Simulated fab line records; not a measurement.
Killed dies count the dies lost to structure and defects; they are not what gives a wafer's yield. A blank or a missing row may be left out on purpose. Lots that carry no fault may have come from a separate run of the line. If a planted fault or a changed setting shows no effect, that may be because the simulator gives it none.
Chamber matching    flow berkeley cmos170    UCB170_CONTACT_ETCH_17 on rie diel-04: 3 sister chambers
The step etches BARC in N2/H2. 14 wafers are shown with their chamber, then 6 later ones without.

== WAFERS PAIRED WITH THEIR CHAMBERS ==
wafer   chamber  throttle valve pct (%)  drypump motor current A (A)  oes product au (a.u.)
L256.1  2        12.96                   6.5                          0.993
L256.4  3        13.37                   5.7                          1.025
L256.6  1        13.56                   5.9                          1.022
L257.2  2        12.95                   6.5                          0.987
L257.3  3        13.38                   5.7                          1.021
L257.4  1        13.56                   5.9                          1.032
L262.2  3        13.37                   5.6                          1.029
L262.3  1        13.56                   5.9                          1.033
L262.4  2        12.96                   6.5                          1.001
L260.4  2        12.96                   6.6                          0.975
L260.5  3        13.38                   5.7                          1.031
L260.6  2        12.96                   6.5                          0.971
L264.3  1        13.55                   5.9                          1.023
L264.4  2        12.96                   6.5                          0.967

SIGNATURES (averages over the wafers above)
reading                  chamber 1  chamber 2  chamber 3  scatter within a chamber
throttle valve pct       13.5575    12.9583    13.3750    0.00485
drypump motor current A  5.900      6.517      5.675      0.0379
oes product au           1.02750    0.98233    1.02650    0.00982
Rule: a wafer's distance from a chamber is the root of the sum, over the readings, of the square of ((its reading less the chamber's mean) divided by the reading's scatter). The wafer belongs to the nearest chamber; if the next one is less than 2 further off, it can't be placed. The scatter: take each reading less its chamber's mean, square it, sum over the shown wafers, divide by the number of wafers less the number of chambers, and take the root.

== WAFERS WHOSE CHAMBER IS MISSING ==
wafer   throttle valve pct (%)  drypump motor current A (A)  oes product au (a.u.)
L264.6  12.96                   6.5                          0.983
L266.1  13.38                   5.7                          1.035
L266.6  13.38                   5.7                          1.022
L271.1  13.37                   5.7                          1.034
L271.4  12.95                   6.5                          0.985
L271.6  13.55                   5.9                          1.016

== WHICH CHAMBER EACH WENT THROUGH ==
wafer   from the rows above  in truth
L264.6  2                    2
L266.1  3                    3
L266.6  3                    3
L271.1  3                    3
L271.4  2                    2
L271.6  1                    1
Correct placement for 6 of the 6. Can't be placed from these rows: 0. Placed wrongly: 0.
